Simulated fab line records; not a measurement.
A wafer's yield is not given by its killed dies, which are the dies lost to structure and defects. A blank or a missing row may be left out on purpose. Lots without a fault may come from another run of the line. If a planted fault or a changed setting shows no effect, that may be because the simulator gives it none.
A lot that was struck, set against a sound lot    flow rit_cmos    21 out of 202 route steps
Sound: these wafers, L913.2, L913.3, L913.6. Wafers L927.2, L927.4, L927.6 were the ones struck. The cause comes at the end.
At each step with rows: each side's tool, then ch and its chambers, then its first start. Under that, the readings that differ: sound wafers    struck wafers    difference of the means    sigmas: that difference in standard deviations of wafers without a fault.
alike: a reading whose means differ by less than 2 such deviations, as well as words and numbers matching on both sides. not compared: withheld readings; readings where some wafer has no value; bounds like >300 that might hide an equal value; numbers whose values overlap and for which the record gives no deviation.
Wherever a step has rows on one side only, a row that says differs or no value, or a row with sigmas, the two part there. When numbers do not overlap yet have no deviation, they are printed without sigmas and do not part them. A reading missing from all wafers of one side parts the sides only when that side holds two or more wafers.

RIT_GATE_CD_MEAS_16: target cd 150 nm.
  sound on cd_sem-01, day 3 11:44; struck on cd_sem-01, day 6 16:44
reading     sound              struck             difference  sigmas
cd_nm (nm)  146.7 144.5 145.5  151.0 152.0 150.1  +5.5        +2
RIT_GATE_OVL_MEAS_17:
  sound on overlay-02, day 3 11:50; struck on overlay-01, day 6 16:50
  alike: GATE_OVL
then, 1 step without rows for these wafers: RIT_GATE_HARDBAKE_18 (time 60 s).
RIT_GATE_ETCH_19: etches poly-Si in SF6/CHF3/O2, stops on SiO2, time 165 s, target depth 312.5 nm.
  sound on rie_si-02 ch 0,1,3, day 3 12:01; struck on rie_si-01 ch 1,3, day 6 17:01
  alike: drypump_motor_current_A, oes_product_au, throttle_valve_pct
  not compared: rf_hours_counter_h
RIT_GATE_STRIP_20: strips in O2, time 180 s.
  sound on plasma_asher-03 ch 0,1, day 3 12:08; struck on plasma_asher-04 ch 0,1, day 6 17:07
  alike: drypump_motor_current_A
  not compared: rf_hours_counter_h
RIT_GATE_CD_MEAS_90: target cd 150 nm.
  sound on cd_sem-02, day 3 12:19; struck on cd_sem-02, day 6 17:19
reading     sound              struck             difference  sigmas
cd_nm (nm)  146.8 144.6 145.6  151.0 151.9 150.1  +5.3        +2
then, 4 steps without rows for these wafers: RIT_REOX_CLEAN_00 (cleans in SC1, time 600 s); RIT_REOX_CLEAN_01 (cleans in dHF, time 30 s); RIT_REOX_CLEAN_02 (cleans in SC2, time 600 s); RIT_REOX_OXIDATION_03 (target thk 25.2 nm, ox time 5580 s).
RIT_REOX_THK_MEAS_04:
  sound on film_metro-04, day 3 15:21; struck on film_metro-04, day 6 21:11
reading              sound           struck          difference  sigmas
REOX_OXIDE_THK (nm)  23.9 23.9 23.8  25.5 25.2 25.6  +1.6        +3
then, 1 step without rows for these wafers: RIT_NLDD_HMDS_00 (prime time 60 s).
RIT_NLDD_COAT_01: resist thk 1000 nm.
  sound on litho_track-04 ch 0, day 3 15:34; struck on litho_track-04 ch 0, day 6 21:24
reading                                    sound             struck          difference  sigmas
model.NOVOLAK_of_NLDD_COAT_01.thk_nm (nm)  998.5 1000 999.5  1064 1064 1063  +64         
  alike: exhaust_pa
then, 4 steps without rows for these wafers: RIT_NLDD_SOFTBAKE_02 (time 60 s); RIT_NLDD_EXPOSE_03 (exposes mask M7, target cd 40700 nm); RIT_NLDD_PEB_04; RIT_NLDD_DEVELOP_05 (develop time 50 s).
RIT_NLDD_OVL_MEAS_06:
  sound on overlay-01, day 3 16:16; struck on overlay-02, day 6 22:19
  alike: NLDD_OVL
RIT_NLDD_HARDBAKE_07: time 60 s.
  sound on litho_track-01 ch 0, day 3 16:19; struck on litho_track-04 ch 0, day 6 22:23
reading                                    sound            struck             difference  sigmas
model.NOVOLAK_of_NLDD_COAT_01.thk_nm (nm)  882.4 884 883.4  939.7 939.9 938.6  +56.1       
  alike: exhaust_pa
after that, 1 step had no rows for these wafers: RIT_NLDD_IMPLANT_08.
RIT_M1_PROBE_99:
  sound on prober-01, day 4 08:28; struck on prober-01, day 7 17:40
  alike: killed_at_front_end, killed_dies, killed_open, killed_short

== WHERE THEY PART ==
At RIT_GATE_CD_MEAS_16 first; at RIT_REOX_THK_MEAS_04 last (within this record only). Later steps at which nothing parts them and some readings are alike: RIT_NLDD_COAT_01, RIT_NLDD_OVL_MEAS_06, RIT_NLDD_HARDBAKE_07, RIT_M1_PROBE_99.

WHY: what had been put in by the simulator
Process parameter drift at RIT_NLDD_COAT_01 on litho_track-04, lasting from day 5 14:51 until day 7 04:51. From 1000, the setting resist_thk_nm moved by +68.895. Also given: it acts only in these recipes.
